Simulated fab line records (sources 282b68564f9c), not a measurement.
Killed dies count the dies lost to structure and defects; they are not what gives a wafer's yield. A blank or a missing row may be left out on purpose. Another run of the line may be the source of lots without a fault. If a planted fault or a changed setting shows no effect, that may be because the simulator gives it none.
Split-lot trial ; flow rit cmos ; 5 lots, 23 wafers read, on a route of 202 steps

ABOUT THE SPLIT
At RIT_ACTIVE_CVD_03 (deposits Si3N4 from SiH2Cl2/NH3, target thk 150 nm, time 1500 s), the setting sih2cl2 flow sccm was moved away from the recipe's 60 sccm on 15 of the 23 wafers read, by -8.8% to +11.4%. The other wafers ran this setting at the recipe's value.

Reading taken at the split's own step.

THE READING
Si3N4_of_ACTIVE_CVD_03.thk nm (the simulator's own value, which no gauge read), in nm, at RIT_ACTIVE_CVD_03 (deposits Si3N4 from SiH2Cl2/NH3, target thk 150 nm, time 1500 s). The file gives no usual value for it. Across the 8 wafers here that went through the recipe, the average is 150.1 nm and the standard deviation 1.2 nm.

wafer;tool, chamber at the split;sih2cl2 flow sccm as run, sccm;against the recipe;Si3N4_of_ACTIVE_CVD_03.thk nm, nm;against lot-mates on the recipe
L075.2;lpcvd-02, 1;60;recipe;148;-
L075.3;lpcvd-02, 1;60;recipe;149;-
L075.4;lpcvd-02, 1;60;recipe;149.2;-
L078.1;-, -;60;recipe;151.1;-
L078.3;-, -;60;recipe;150.7;-
L078.4;-, -;60;recipe;150.1;-
L078.5;-, -;60;recipe;151.4;-
L078.6;-, -;60;recipe;151.5;-
L081.1;-, -;66.82;+11.4%;155.4;no lot-mate on the recipe
L081.2;-, -;66.82;+11.4%;155.5;no lot-mate on the recipe
L081.4;-, -;66.82;+11.4%;155.5;no lot-mate on the recipe
L081.5;-, -;66.82;+11.4%;155.3;no lot-mate on the recipe
L081.6;-, -;66.82;+11.4%;156.4;no lot-mate on the recipe
L082.1;-, -;54.7;-8.8%;146.8;no lot-mate on the recipe
L082.2;-, -;54.7;-8.8%;147.6;no lot-mate on the recipe
L082.3;-, -;54.7;-8.8%;147.1;no lot-mate on the recipe
L082.4;-, -;54.7;-8.8%;147.2;no lot-mate on the recipe
L082.5;-, -;54.7;-8.8%;147.7;no lot-mate on the recipe
L083.1;-, -;57.03;-4.9%;146.7;no lot-mate on the recipe
L083.2;-, -;57.03;-4.9%;146.5;no lot-mate on the recipe
L083.6;-, -;57.03;-4.9%;146.5;no lot-mate on the recipe
L083.4;-, -;57.03;-4.9%;145.3;no lot-mate on the recipe
L083.5;-, -;57.03;-4.9%;147.3;no lot-mate on the recipe

FIT RESULTS
A straight line over all 23 wafers: Si3N4_of_ACTIVE_CVD_03.thk nm changes by +0.456 nm for each +1% of sih2cl2 flow sccm; r = +0.94; the points scatter about the line by 1.2 nm.
Too few moved wafers have a lot-mate on the recipe to fit a line with each lot's own level taken away.

FILE'S OWN FIT
Si3N4_of_ACTIVE_CVD_03.thk nm changes by +0.456 nm for each +1% of sih2cl2 flow sccm, r = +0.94.
